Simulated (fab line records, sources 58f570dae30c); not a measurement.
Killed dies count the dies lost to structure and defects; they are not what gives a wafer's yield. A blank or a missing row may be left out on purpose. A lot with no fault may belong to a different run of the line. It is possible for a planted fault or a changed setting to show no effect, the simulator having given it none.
What tool caused it? || flow berkeley_cmos170 || Sampling: 14 lots, 42 wafers, 3 of 331 route steps

## WHAT THE GAUGES READ, wafer by wafer
UCB170_SILICIDE_THK_MEAS_03: measures by xrf. Usual: SILICIDE_TI_THK typically reads 30.1 nm, with standard deviation 0.45.
{"lot": "L703", "measured": "day 6 20:12", "on": "film_metro-04", "SILICIDE_TI_THK (nm)": "29.7 30.0 29.5", "flag": ""}
{"lot": "L704", "measured": "day 6 17:23", "on": "film_metro-04", "SILICIDE_TI_THK (nm)": "29.9 30.2 29.7", "flag": ""}
{"lot": "L705", "measured": "day 6 20:26", "on": "film_metro-04", "SILICIDE_TI_THK (nm)": "30.4 30.4 30.3", "flag": ""}
{"lot": "L706", "measured": "day 6 20:19", "on": "film_metro-03", "SILICIDE_TI_THK (nm)": "30.1 30.4 30.8", "flag": ""}
{"lot": "L707", "measured": "day 7 02:03", "on": "film_metro-03", "SILICIDE_TI_THK (nm)": "29.6 30.2 29.6", "flag": ""}
{"lot": "L708", "measured": "day 7 09:41", "on": "film_metro-04", "SILICIDE_TI_THK (nm)": "29.8 29.7 29.5", "flag": ""}
{"lot": "L709", "measured": "day 7 09:47", "on": "film_metro-01", "SILICIDE_TI_THK (nm)": "29.3 29.8 29.6", "flag": ""}
{"lot": "L710", "measured": "day 8 00:01", "on": "film_metro-04", "SILICIDE_TI_THK (nm)": "29.9 30.9 30.0", "flag": ""}
{"lot": "L711", "measured": "day 7 22:36", "on": "film_metro-04", "SILICIDE_TI_THK (nm)": "31.0 30.3 31.0", "flag": ""}
{"lot": "L713", "measured": "day 8 07:18", "on": "film_metro-04", "SILICIDE_TI_THK (nm)": "29.6 29.8 29.5", "flag": ""}
{"lot": "L714", "measured": "day 8 17:11", "on": "film_metro-04", "SILICIDE_TI_THK (nm)": "30.0 29.5 29.7", "flag": ""}
{"lot": "L716", "measured": "day 9 05:58", "on": "film_metro-04", "SILICIDE_TI_THK (nm)": "30.1 30.9 30.8", "flag": ""}
{"lot": "L724", "measured": "day 11 00:26", "on": "film_metro-04", "SILICIDE_TI_THK (nm)": "30.0 29.9 29.7", "flag": ""}
{"lot": "L726", "measured": "day 11 11:40", "on": "film_metro-04", "SILICIDE_TI_THK (nm)": "29.5 29.7 29.9", "flag": ""}

UCB170_M3_BOW_MEAS_20. Usual: M3_BOW typically reads 36 um, with standard deviation 7.1.
{"lot": "L703", "measured": "day 7 18:37", "on": "film_metro-02", "M3_BOW (um)": "31 39 32", "flag": ""}
{"lot": "L704", "measured": "day 7 17:50", "on": "film_metro-03", "M3_BOW (um)": "38 31 42", "flag": ""}
{"lot": "L705", "measured": "day 7 19:25", "on": "film_metro-02", "M3_BOW (um)": "42 37 34", "flag": ""}
{"lot": "L706", "measured": "day 7 17:59", "on": "film_metro-02", "M3_BOW (um)": "35 30 30", "flag": ""}
{"lot": "L707", "measured": "day 8 00:55", "on": "film_metro-02", "M3_BOW (um)": "40 18 37", "flag": ""}
{"lot": "L708", "measured": "day 8 07:05", "on": "film_metro-03", "M3_BOW (um)": "42 29 28", "flag": ""}
{"lot": "L709", "measured": "day 8 07:16", "on": "film_metro-02", "M3_BOW (um)": "30 36 48", "flag": ""}
{"lot": "L710", "measured": "day 9 03:02", "on": "film_metro-01", "M3_BOW (um)": "41 25 35", "flag": ""}
{"lot": "L711", "measured": "day 8 23:08", "on": "film_metro-01", "M3_BOW (um)": "44 47 35", "flag": ""}
{"lot": "L713", "measured": "day 9 06:58", "on": "film_metro-01", "M3_BOW (um)": "33 47 38", "flag": ""}
{"lot": "L714", "measured": "day 9 20:40", "on": "film_metro-01", "M3_BOW (um)": "39 36 38", "flag": ""}
{"lot": "L716", "measured": "day 10 01:14", "on": "film_metro-02", "M3_BOW (um)": "28 40 42", "flag": ""}
{"lot": "L724", "measured": "day 11 22:46", "on": "film_metro-02", "M3_BOW (um)": "32 54 35", "flag": ""}
{"lot": "L726", "measured": "day 12 08:28", "on": "film_metro-03", "M3_BOW (um)": "33 32 20", "flag": ""}

## WHICH TOOL RAN EACH LOT (tool, then ch and the chambers of the sampled wafers, then the start)
{"lot": "L703", "UCB170_ZERO_ETCH_06": "rie_diel-02 ch 0,1,2, day 1 17:02"}
{"lot": "L704", "UCB170_ZERO_ETCH_06": "rie_diel-03 ch 0,2, day 1 22:37"}
{"lot": "L705", "UCB170_ZERO_ETCH_06": "rie_diel-03 ch 1,2, day 2 04:35"}
{"lot": "L706", "UCB170_ZERO_ETCH_06": "rie_diel-01 ch 1,2, day 2 06:33"}
{"lot": "L707", "UCB170_ZERO_ETCH_06": "rie_diel-01 ch 0,1, day 2 12:28"}
{"lot": "L708", "UCB170_ZERO_ETCH_06": "rie_diel-02 ch 0,1,3, day 2 18:03"}
{"lot": "L709", "UCB170_ZERO_ETCH_06": "rie_diel-01 ch 0,2, day 2 22:19"}
{"lot": "L710", "UCB170_ZERO_ETCH_06": "rie_diel-01 ch 1,3, day 3 04:46"}
{"lot": "L711", "UCB170_ZERO_ETCH_06": "rie_diel-03 ch 2,3, day 3 08:44"}
{"lot": "L713", "UCB170_ZERO_ETCH_06": "rie_diel-03 ch 0,2,3, day 3 19:44"}
{"lot": "L714", "UCB170_ZERO_ETCH_06": "rie_diel-01 ch 1,2,3, day 4 03:40"}
{"lot": "L716", "UCB170_ZERO_ETCH_06": "rie_diel-03 ch 0,3, day 4 10:27"}
{"lot": "L724", "UCB170_ZERO_ETCH_06": "rie_diel-02 ch 1,2,3, day 6 04:47"}
{"lot": "L726", "UCB170_ZERO_ETCH_06": "rie_diel-02 ch 1,2,3, day 6 13:50"}
- UCB170_ZERO_ETCH_06: etches SiO2 in CHF3/CF4/Ar, time 12 s.

## WHAT THE TOOLS THEMSELVES READ (means of the sampled wafers that have a number; where no wafer has one, the mark that the record gives instead)
UCB170_ZERO_ETCH_06. Usual: CHF3_flow_sccm 49.98 sccm, standard deviation 0.14; drypump_motor_current_A 5.8 A, standard deviation 0.42; oes_product_au 0.615 a.u., standard deviation 0.012; rf_fwd_power_W 490.3 W, standard deviation 2.7; throttle_valve_pct 9.22 %, standard deviation 0.061.
{"lot": "L703", "tool": "rie_diel-02", "CHF3_flow_sccm (sccm)": 50.11, "drypump_motor_current_A (A)": 6.1, "oes_product_au (a.u.)": 0.627, "rf_fwd_power_W (W)": 488.8, "throttle_valve_pct (%)": 9.20, "flag": ""}
{"lot": "L704", "tool": "rie_diel-03", "CHF3_flow_sccm (sccm)": 49.95, "drypump_motor_current_A (A)": 5.7, "oes_product_au (a.u.)": 0.608, "rf_fwd_power_W (W)": 489.4, "throttle_valve_pct (%)": 9.23, "flag": ""}
{"lot": "L705", "tool": "rie_diel-03", "CHF3_flow_sccm (sccm)": 50.04, "drypump_motor_current_A (A)": 5.7, "oes_product_au (a.u.)": 0.616, "rf_fwd_power_W (W)": 487.9, "throttle_valve_pct (%)": 9.22, "flag": ""}
{"lot": "L706", "tool": "rie_diel-01", "CHF3_flow_sccm (sccm)": 50.06, "drypump_motor_current_A (A)": 6.2, "oes_product_au (a.u.)": 0.605, "rf_fwd_power_W (W)": 493.0, "throttle_valve_pct (%)": 9.32, "flag": ""}
{"lot": "L707", "tool": "rie_diel-01", "CHF3_flow_sccm (sccm)": 50.08, "drypump_motor_current_A (A)": 5.7, "oes_product_au (a.u.)": 0.611, "rf_fwd_power_W (W)": 489.9, "throttle_valve_pct (%)": 9.23, "flag": ""}
{"lot": "L708", "tool": "rie_diel-02", "CHF3_flow_sccm (sccm)": 49.74, "drypump_motor_current_A (A)": 5.7, "oes_product_au (a.u.)": 0.613, "rf_fwd_power_W (W)": 491.3, "throttle_valve_pct (%)": 9.21, "flag": ""}
{"lot": "L709", "tool": "rie_diel-01", "CHF3_flow_sccm (sccm)": 49.92, "drypump_motor_current_A (A)": 6.1, "oes_product_au (a.u.)": 0.601, "rf_fwd_power_W (W)": 491.6, "throttle_valve_pct (%)": 9.33, "flag": ""}
{"lot": "L710", "tool": "rie_diel-01", "CHF3_flow_sccm (sccm)": 50.15, "drypump_motor_current_A (A)": 5.3, "oes_product_au (a.u.)": 0.626, "rf_fwd_power_W (W)": 489.7, "throttle_valve_pct (%)": 9.25, "flag": ""}
{"lot": "L711", "tool": "rie_diel-03", "CHF3_flow_sccm (sccm)": 50.08, "drypump_motor_current_A (A)": 6.0, "oes_product_au (a.u.)": 0.623, "rf_fwd_power_W (W)": 488.7, "throttle_valve_pct (%)": 9.14, "flag": ""}
{"lot": "L713", "tool": "rie_diel-03", "CHF3_flow_sccm (sccm)": 49.97, "drypump_motor_current_A (A)": 5.9, "oes_product_au (a.u.)": 0.614, "rf_fwd_power_W (W)": 408.4, "throttle_valve_pct (%)": 9.20, "flag": "OFF"}
{"lot": "L714", "tool": "rie_diel-01", "CHF3_flow_sccm (sccm)": 49.98, "drypump_motor_current_A (A)": 5.7, "oes_product_au (a.u.)": 0.616, "rf_fwd_power_W (W)": 492.7, "throttle_valve_pct (%)": 9.29, "flag": ""}
{"lot": "L716", "tool": "rie_diel-03", "CHF3_flow_sccm (sccm)": 49.89, "drypump_motor_current_A (A)": 5.8, "oes_product_au (a.u.)": 0.606, "rf_fwd_power_W (W)": 408.8, "throttle_valve_pct (%)": 9.18, "flag": "OFF"}
{"lot": "L724", "tool": "rie_diel-02", "CHF3_flow_sccm (sccm)": 50.03, "drypump_motor_current_A (A)": 5.9, "oes_product_au (a.u.)": 0.627, "rf_fwd_power_W (W)": 491.2, "throttle_valve_pct (%)": 9.22, "flag": ""}
{"lot": "L726", "tool": "rie_diel-02", "CHF3_flow_sccm (sccm)": 50.04, "drypump_motor_current_A (A)": 5.9, "oes_product_au (a.u.)": 0.622, "rf_fwd_power_W (W)": 490.5, "throttle_valve_pct (%)": 9.23, "flag": ""}

## THE ANSWER, worked out from the rows above alone
Rule: take the mean of a lot's wafers that have a number; if it is more than 3 standard deviations from the usual mean, the lot is off. A lot without any number at a reading at which 4 lots or more have one is off too. Where the step has rows for the other lots, those lots are counted as sound. After the gauges, taken in route order, come the tools' own readings; for these a lot's mean is taken, as printed above. At the first step where some lot is off, the reading lying furthest off is the one used; lots without a number count as furthest.
Off: L713, L716 (UCB170_ZERO_ETCH_06, rf_fwd_power_W).
A tool fits if, at that step or a process step before it, it ran every lot that is off, and no sound lot after the first of them. One candidate fits, namely rie_diel-03 at UCB170_ZERO_ETCH_06. A fault onset in the window from L711 (day 3 08:44, its last sound lot) to L713 (day 3 19:44, its first lot off) fits.
On the lots that are off, the tool's own readings at UCB170_ZERO_ETCH_06 differ by more than 5 times the standard deviation of the sound lots' means, which bears it out; rf_fwd_power_W reads 408.6 W there versus 490.4 W on the sound lots.

## WHAT WAS PUT IN BY THE SIMULATOR
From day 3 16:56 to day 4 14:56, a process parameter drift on rie_diel-03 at UCB170_ZERO_ETCH_06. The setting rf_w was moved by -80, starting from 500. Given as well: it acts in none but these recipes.
Lots struck among those shown: L713, L716. The rule given above showed the same thing.
